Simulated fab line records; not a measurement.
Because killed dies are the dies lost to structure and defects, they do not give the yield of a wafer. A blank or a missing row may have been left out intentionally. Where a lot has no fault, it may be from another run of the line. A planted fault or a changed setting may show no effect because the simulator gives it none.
A sampling plan put to the test | flow rit-cmos | one line in one fab, 35 faults in these records, each fault weighed on the records of the lots it struck
The plan is the line's own looks: the steps of the route at which a gauge or an inspection reads the wafer and doesn't change it. Where struck wafers have a number at a look and the file lists that look's usual mean and standard deviation on fault-free wafers, the look can be judged. Caught: 4 or more of those standard deviations (sigma) separate the usual mean from the mean of the struck wafers at a look after the fault's first step. On the tool: the fault's steps, tested the same way using the tool's own readings. Also counted as caught: the struck wafers showing another recipe, or a record that is empty for them alone.

## THE FAULTS, as the simulator had put them in
1. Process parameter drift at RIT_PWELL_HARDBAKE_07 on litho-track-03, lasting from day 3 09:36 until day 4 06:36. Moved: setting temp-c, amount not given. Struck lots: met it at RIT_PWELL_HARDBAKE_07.
2. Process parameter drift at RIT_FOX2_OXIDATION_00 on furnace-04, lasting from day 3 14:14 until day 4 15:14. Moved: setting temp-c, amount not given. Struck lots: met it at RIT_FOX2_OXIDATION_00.
3. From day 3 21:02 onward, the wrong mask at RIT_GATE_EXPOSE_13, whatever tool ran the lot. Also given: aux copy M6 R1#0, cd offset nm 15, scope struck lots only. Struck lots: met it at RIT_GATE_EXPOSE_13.
4. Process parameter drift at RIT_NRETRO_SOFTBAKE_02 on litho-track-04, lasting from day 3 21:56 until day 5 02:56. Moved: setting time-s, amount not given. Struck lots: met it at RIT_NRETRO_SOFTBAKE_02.
5. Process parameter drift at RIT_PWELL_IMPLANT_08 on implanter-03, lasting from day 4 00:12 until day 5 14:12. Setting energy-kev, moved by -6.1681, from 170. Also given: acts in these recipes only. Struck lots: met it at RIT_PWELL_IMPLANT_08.
6. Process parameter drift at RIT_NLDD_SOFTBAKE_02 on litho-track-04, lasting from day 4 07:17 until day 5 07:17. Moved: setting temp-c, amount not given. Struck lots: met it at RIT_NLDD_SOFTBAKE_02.
7. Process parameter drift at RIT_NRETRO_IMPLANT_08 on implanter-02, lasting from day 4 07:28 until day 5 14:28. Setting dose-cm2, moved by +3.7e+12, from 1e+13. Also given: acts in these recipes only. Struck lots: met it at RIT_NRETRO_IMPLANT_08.
8. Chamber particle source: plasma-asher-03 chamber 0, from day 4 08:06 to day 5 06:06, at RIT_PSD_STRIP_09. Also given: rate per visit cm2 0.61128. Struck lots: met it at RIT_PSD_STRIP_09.
9. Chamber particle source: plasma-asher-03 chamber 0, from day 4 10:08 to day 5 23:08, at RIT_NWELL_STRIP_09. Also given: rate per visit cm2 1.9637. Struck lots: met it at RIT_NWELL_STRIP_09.
10. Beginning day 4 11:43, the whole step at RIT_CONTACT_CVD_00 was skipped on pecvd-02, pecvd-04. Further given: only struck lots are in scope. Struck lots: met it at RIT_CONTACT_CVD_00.
11. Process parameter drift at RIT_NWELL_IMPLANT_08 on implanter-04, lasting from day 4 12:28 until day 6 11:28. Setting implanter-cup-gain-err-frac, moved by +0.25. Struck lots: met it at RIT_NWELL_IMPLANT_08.
12. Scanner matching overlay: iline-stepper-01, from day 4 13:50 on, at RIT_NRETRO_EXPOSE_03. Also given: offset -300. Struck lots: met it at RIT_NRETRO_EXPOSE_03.
13. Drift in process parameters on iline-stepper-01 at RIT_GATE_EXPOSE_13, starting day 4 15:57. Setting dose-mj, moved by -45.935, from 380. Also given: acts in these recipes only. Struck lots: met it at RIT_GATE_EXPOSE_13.
14. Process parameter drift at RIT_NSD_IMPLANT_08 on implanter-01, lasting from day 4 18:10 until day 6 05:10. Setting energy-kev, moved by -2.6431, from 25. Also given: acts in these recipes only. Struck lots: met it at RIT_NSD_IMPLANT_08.
15. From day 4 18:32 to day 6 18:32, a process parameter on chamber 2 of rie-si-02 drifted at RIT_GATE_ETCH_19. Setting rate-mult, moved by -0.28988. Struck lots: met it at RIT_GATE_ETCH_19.
16. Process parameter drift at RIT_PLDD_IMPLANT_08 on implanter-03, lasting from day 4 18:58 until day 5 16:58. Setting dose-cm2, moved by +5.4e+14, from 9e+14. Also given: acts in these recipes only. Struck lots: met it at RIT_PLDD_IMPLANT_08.
17. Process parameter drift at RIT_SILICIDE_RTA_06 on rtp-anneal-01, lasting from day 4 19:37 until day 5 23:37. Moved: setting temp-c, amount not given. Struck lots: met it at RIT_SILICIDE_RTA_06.
18. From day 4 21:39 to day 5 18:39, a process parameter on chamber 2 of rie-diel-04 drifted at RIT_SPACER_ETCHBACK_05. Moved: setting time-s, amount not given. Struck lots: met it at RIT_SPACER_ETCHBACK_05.
19. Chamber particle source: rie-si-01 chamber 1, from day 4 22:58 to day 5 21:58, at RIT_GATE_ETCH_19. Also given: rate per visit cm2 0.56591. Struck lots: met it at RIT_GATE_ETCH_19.
20. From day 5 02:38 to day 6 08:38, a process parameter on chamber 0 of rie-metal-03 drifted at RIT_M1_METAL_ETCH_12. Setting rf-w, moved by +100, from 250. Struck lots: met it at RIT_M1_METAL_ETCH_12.
21. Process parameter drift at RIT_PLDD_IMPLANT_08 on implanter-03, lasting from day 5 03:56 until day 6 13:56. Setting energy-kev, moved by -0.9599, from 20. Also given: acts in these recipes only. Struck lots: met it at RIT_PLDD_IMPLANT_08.
22. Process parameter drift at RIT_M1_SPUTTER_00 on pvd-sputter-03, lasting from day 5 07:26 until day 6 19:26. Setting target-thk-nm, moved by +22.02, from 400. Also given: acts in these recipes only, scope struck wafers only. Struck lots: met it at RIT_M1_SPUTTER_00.
23. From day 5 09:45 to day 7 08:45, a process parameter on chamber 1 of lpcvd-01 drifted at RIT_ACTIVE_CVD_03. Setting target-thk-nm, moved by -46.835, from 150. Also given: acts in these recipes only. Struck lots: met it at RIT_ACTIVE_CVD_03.
24. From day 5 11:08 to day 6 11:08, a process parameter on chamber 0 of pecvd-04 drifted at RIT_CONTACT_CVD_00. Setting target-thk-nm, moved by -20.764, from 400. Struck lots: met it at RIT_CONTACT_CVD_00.
25. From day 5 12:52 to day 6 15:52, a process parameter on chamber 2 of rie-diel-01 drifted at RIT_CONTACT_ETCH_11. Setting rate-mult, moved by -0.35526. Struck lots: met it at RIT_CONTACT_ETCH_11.
26. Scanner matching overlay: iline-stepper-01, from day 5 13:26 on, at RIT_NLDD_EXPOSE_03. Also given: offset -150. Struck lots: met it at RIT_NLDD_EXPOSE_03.
27. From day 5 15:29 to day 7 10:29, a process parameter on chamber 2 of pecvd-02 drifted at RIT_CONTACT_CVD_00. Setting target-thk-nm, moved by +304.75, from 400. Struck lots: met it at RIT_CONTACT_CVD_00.
28. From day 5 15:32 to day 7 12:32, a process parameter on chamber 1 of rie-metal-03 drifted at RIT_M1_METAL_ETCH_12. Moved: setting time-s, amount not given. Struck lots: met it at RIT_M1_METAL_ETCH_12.
29. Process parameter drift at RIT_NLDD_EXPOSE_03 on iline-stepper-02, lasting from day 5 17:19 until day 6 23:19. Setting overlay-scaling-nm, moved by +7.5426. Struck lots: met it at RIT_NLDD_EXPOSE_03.
30. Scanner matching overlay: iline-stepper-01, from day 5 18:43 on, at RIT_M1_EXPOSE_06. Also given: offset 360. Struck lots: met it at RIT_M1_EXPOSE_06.
31. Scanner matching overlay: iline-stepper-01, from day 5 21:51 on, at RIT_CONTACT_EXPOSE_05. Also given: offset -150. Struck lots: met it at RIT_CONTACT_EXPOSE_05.
32. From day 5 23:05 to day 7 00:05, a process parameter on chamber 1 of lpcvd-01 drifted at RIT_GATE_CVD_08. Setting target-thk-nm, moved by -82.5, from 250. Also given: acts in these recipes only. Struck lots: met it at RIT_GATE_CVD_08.
33. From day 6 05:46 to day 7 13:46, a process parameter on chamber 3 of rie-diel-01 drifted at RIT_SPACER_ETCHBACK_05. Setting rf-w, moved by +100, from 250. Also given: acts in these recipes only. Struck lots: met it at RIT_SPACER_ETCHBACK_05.
34. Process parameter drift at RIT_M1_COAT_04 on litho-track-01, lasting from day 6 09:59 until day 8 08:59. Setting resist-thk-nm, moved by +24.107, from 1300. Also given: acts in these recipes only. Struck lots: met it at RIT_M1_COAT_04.
35. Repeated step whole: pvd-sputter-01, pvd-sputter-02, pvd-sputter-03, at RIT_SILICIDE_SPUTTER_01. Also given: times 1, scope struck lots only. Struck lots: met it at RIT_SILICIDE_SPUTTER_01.

## WHAT THE PLAN SAW
fault | on the tool itself                               | first look that catches it                      | reading, sigma                                               | median hours from its first step to that look | hours from the fault's start to the first struck lot there | judged looks passed uncaught
1     | heater-power-total-W -41 sigma                   | no look after it can be judged                  | -                                                            | -                                             | -                                                          | 0
2     | tube-center-temp-C -99 or beyond sigma           | RIT_FOX2_THK_MEAS_01                            | FOX2_OXIDE_THK -8.5                                          | 1.3                                           | 3                                                          | 0
3     | no reading that can be judged                    | RIT_GATE_CD_MEAS_16                             | cd-nm +4.9                                                   | 0.4                                           | 4                                                          | 0
4     | under 2 sigma                                    | not the one look that can be judged after it    | -                                                            | -                                             | -                                                          | 1
5     | beam-energy-keV -99 or beyond sigma              | no look after it can be judged                  | -                                                            | -                                             | -                                                          | 0
6     | heater-power-total-W +43 sigma                   | not the one look that can be judged after it    | -                                                            | -                                             | -                                                          | 1
7     | dose-ions-cm2 +99 or beyond sigma                | RIT_NRETRO_TW_MEAS_10                           | NRETRO_TW +13                                                | 0.3                                           | 3                                                          | 0
8     | under 2 sigma                                    | no look after it can be judged                  | -                                                            | -                                             | -                                                          | 0
9     | under 2 sigma                                    | no look after it can be judged                  | -                                                            | -                                             | -                                                          | 0
10    | the tool's record is blank for the struck wafers | no look after it can be judged                  | -                                                            | -                                             | -                                                          | 0
11    | faraday-current-uA +12 sigma                     | RIT_NWELL_TW_MEAS_10                            | NWELL_TW -6.7                                                | 0.3                                           | 3                                                          | 0
12    | under 2 sigma                                    | RIT_NRETRO_OVL_MEAS_06                          | NRETRO_OVL -99 or beyond                                     | 0.4                                           | 5                                                          | 0
13    | exposure-dose-mJ-cm2 -99 or beyond sigma         | RIT_GATE_CD_MEAS_16                             | cd-nm +19                                                    | 0.4                                           | 3                                                          | 0
14    | beam-energy-keV -99 or beyond sigma              | RIT_SDANNEAL_RS_MEAS_05                         | NSD_RS +6.0                                                  | 2.8                                           | 5                                                          | 1
15    | oes-product-au -4.0 sigma                        | no look after it can be judged                  | -                                                            | -                                             | -                                                          | 0
16    | dose-ions-cm2 +99 or beyond sigma                | RIT_PLDD_TW_MEAS_10                             | PLDD_TW +12                                                  | 0.3                                           | 3                                                          | 0
17    | under 2 sigma                                    | none of the 8 looks that can be judged after it | -                                                            | -                                             | -                                                          | 8
18    | run-length-s -43 sigma                           | none of the 7 looks that can be judged after it | -                                                            | -                                             | -                                                          | 7
19    | under 2 sigma                                    | no look after it can be judged                  | -                                                            | -                                             | -                                                          | 0
20    | rf-fwd-power-W +99 or beyond sigma               | RIT_M1_CD_MEAS_90                               | cd-nm -6.5                                                   | 0.5                                           | 8                                                          | 0
21    | beam-energy-keV -99 or beyond sigma              | RIT_SDANNEAL_RS_MEAS_06                         | PLDD_RS +6.5                                                 | 6.6                                           | 8                                                          | 0
22    | under 2 sigma                                    | RIT_M1_RS_MEAS_01                               | M1_AL_RS -4.5                                                | 0.3                                           | 35                                                         | 0
23    | under 2 sigma                                    | RIT_ACTIVE_THK_MEAS_04                          | ACTIVE_NITRIDE_THK -31                                       | 1.4                                           | 5                                                          | 0
24    | under 2 sigma                                    | not the one look that can be judged after it    | strongest: CONTACT_TEOS_THK at RIT_CONTACT_THK_MEAS_01, -2.9 | -                                             | -                                                          | 1
25    | under 2 sigma                                    | no look after it can be judged                  | -                                                            | -                                             | -                                                          | 0
26    | under 2 sigma                                    | RIT_NLDD_OVL_MEAS_06                            | NLDD_OVL -99 or beyond                                       | 0.4                                           | 7                                                          | 0
27    | under 2 sigma                                    | RIT_CONTACT_THK_MEAS_01                         | CONTACT_TEOS_THK +53                                         | 0.1                                           | 6                                                          | 0
28    | run-length-s -99 or beyond sigma                 | not the one look that can be judged after it    | strongest: cd-nm at RIT_M1_CD_MEAS_90, +3.4                  | -                                             | -                                                          | 1
29    | under 2 sigma                                    | RIT_NLDD_OVL_MEAS_06                            | NLDD_OVL -4.8                                                | 0.4                                           | 6                                                          | 0
30    | no reading that can be judged                    | RIT_M1_OVL_MEAS_10                              | M1_OVL +99 or beyond                                         | 0.5                                           | 6                                                          | 0
31    | under 2 sigma                                    | RIT_CONTACT_OVL_MEAS_09                         | CONTACT_OVL -99 or beyond                                    | 0.6                                           | 12                                                         | 0
32    | under 2 sigma                                    | RIT_GATE_THK_MEAS_09                            | GATE_POLY_THK -38                                            | 1.6                                           | 0                                                          | 0
33    | rf-fwd-power-W +99 or beyond sigma               | none of the 7 looks that can be judged after it | -                                                            | -                                             | -                                                          | 7
34    | no reading that can be judged                    | none of the 2 looks that can be judged after it | -                                                            | -                                             | -                                                          | 2
35    | under 2 sigma                                    | RIT_SILICIDE_RS_MEAS_02                         | SILICIDE_TI_RS -31                                           | 0.5                                           | -                                                          | 0
A dash: the fault isn't caught, or these records don't give the number.

Caught at a look: 19 of 35. Caught on the tool: 16 of 35. By one or the other: 27 of 35.
On the tool alone, faults 1, 5, 6, 10, 15, 18, 28, 33 were caught.
Caught at a look alone: faults 3, 12, 22, 23, 26, 27, 29, 30, 31, 32, 35.
Caught by neither: faults 4, 8, 9, 17, 19, 24, 25, 34.

## THINNER SAMPLING
In the worst case, this is how late the first struck lot would be measured if the look that catches a fault measured only every second or every third lot, by lot number:
fault | struck lots at that look, in order of time | every lot | every second lot | every third lot
2     | L345, L349                                 | 3 h       | may miss all 2   | may miss all 2
3     | L254                                       | 4 h       | may miss it      | may miss it
7     | L103, L104                                 | 3 h       | 8 h              | may miss all 2
11    | L682, L683                                 | 3 h       | 10 h             | may miss all 2
12    | L442, L445, L446, L448                     | 5 h       | 22 h             | may miss all 4
13    | L964, L969, L971, L972                     | 3 h       | 27 h             | 35 h
14    | L362, L368                                 | 5 h       | may miss all 2   | may miss all 2
16    | L325, L326, L327                           | 3 h       | 8 h              | 11 h
20    | L518, L521                                 | 8 h       | 19 h             | may miss all 2
21    | L902, L905                                 | 8 h       | 25 h             | may miss all 2
22    | L671                                       | 35 h      | may miss it      | may miss it
23    | L604, L605, L607                           | 5 h       | 8 h              | may miss all 3
26    | L444, L446, L447, L448                     | 7 h       | 19 h             | 26 h
27    | L841                                       | 6 h       | may miss it      | may miss it
29    | L123, L127                                 | 6 h       | may miss all 2   | may miss all 2
30    | L795, L797                                 | 6 h       | may miss all 2   | may miss all 2
31    | L242, L246                                 | 12 h      | may miss all 2   | may miss all 2
32    | L433, L434, L437                           | 0 h       | 3 h              | may miss all 3
Hours count from the start of the fault until the first struck lot that is measured. The limit of 4 sigma was tested on all struck wafers together, so one lot alone may lie under it. Other struck lots may not be in these records.

## THE LONGEST TIMED WAY FROM STEP TO LOOK
Fault 21: the median time between RIT_PLDD_IMPLANT_08 and RIT_SDANNEAL_RS_MEAS_06 is 6.6 hours. No look between them can be judged.
